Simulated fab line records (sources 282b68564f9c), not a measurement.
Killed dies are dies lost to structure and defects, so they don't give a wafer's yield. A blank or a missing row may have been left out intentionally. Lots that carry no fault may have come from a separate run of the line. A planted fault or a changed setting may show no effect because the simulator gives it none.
The same fault as seen by 2 desks	flow rit cmos	only its own numbers are on each desk; what lay behind them is given at the end

## AT THE METROLOGY DESK
Lot by lot, what the gauges showed, no matter which tool ran the lot: averages of those sampled wafers that carry a number. Any lot whose mean is over 4 standard deviations away from the usual mean is out of limits and marked OUT; that distance is given in the brackets.
Columns: A = SILICIDE_TI_THK at RIT_SILICIDE_THK_MEAS_03, usual 30.6 nm; B = CONTACT_TEOS_THK at RIT_CONTACT_THK_MEAS_01, usual 398 nm
lot	first seen here	A	B
L138	day 3 11:22	30.2	396
L140	day 3 17:44	30.4	401
L141	day 3 19:20	30.9	392
L142	day 3 23:47	30.7	402
L143	day 4 05:19	30.6	409
L144	day 4 09:04	30.6	400
L145	day 4 12:54	30.3	393
L147	day 4 22:41	29.8	396
L153	day 6 05:29	29.9	358 (-7.0) OUT
L157	day 7 01:30	30.7	395
L158	day 7 05:58	31.0	407
L160	day 7 15:55	30.5	392
L161	day 7 21:32	30.5	402
Finding of this desk: L153 out of limits, first seen on L153 at day 6 05:46 (CONTACT_TEOS_THK at RIT_CONTACT_THK_MEAS_01). L138, L140, L141, L142, L143, L144, L145, L147, L157, L158, L160, L161: within limits.

## TOOL OWNER'S DESK, pecvd-01
The tool's own readings at RIT_CONTACT_CVD_00 (deposits SiO2 from TEOS, target thk 400 nm, time 61 s): means of the sampled wafers that have a number, for each lot that ran on this tool. Any lot whose mean is over 4 standard deviations away from the usual mean is out of limits and marked OUT; that distance is given in the brackets.
Columns: A = heater power w at RIT_CONTACT_CVD_00, usual 300 W; B = run length s at RIT_CONTACT_CVD_00, usual 89.0 s; C = susceptor temp C at RIT_CONTACT_CVD_00, usual 389.97 C
lot	first seen here	A	B	C
L138	day 3 11:36	293	89.6	389.72
L141	day 3 19:34	273	88.6	389.89
L144	day 4 09:17	298	89.0	390.00
L147	day 4 22:55	290	89.3	389.90
L153	day 6 05:41	296	82.3 (-10) OUT	389.94
This desk's verdict: out of limits on L153, starting with L153 at day 6 05:41 (run length s at RIT_CONTACT_CVD_00). L138, L141, L144, L147: within limits.

## PUT TOGETHER
An alarm could have come from the tool owner's desk at day 6 05:41, on L153.
Metrology desk: alarm possible at day 6 05:46 on L153.
The lots listed all ran RIT_CONTACT_CVD_00 on pecvd-01.

## WHAT WAS PUT IN BY THE SIMULATOR
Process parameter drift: pecvd-01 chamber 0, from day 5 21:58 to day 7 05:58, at RIT_CONTACT_CVD_00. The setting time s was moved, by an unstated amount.
Struck lots among those shown: L153.
Time in hours from fault onset to the first out-of-limits reading at each desk: tool owner's desk 8, metrology desk 8.
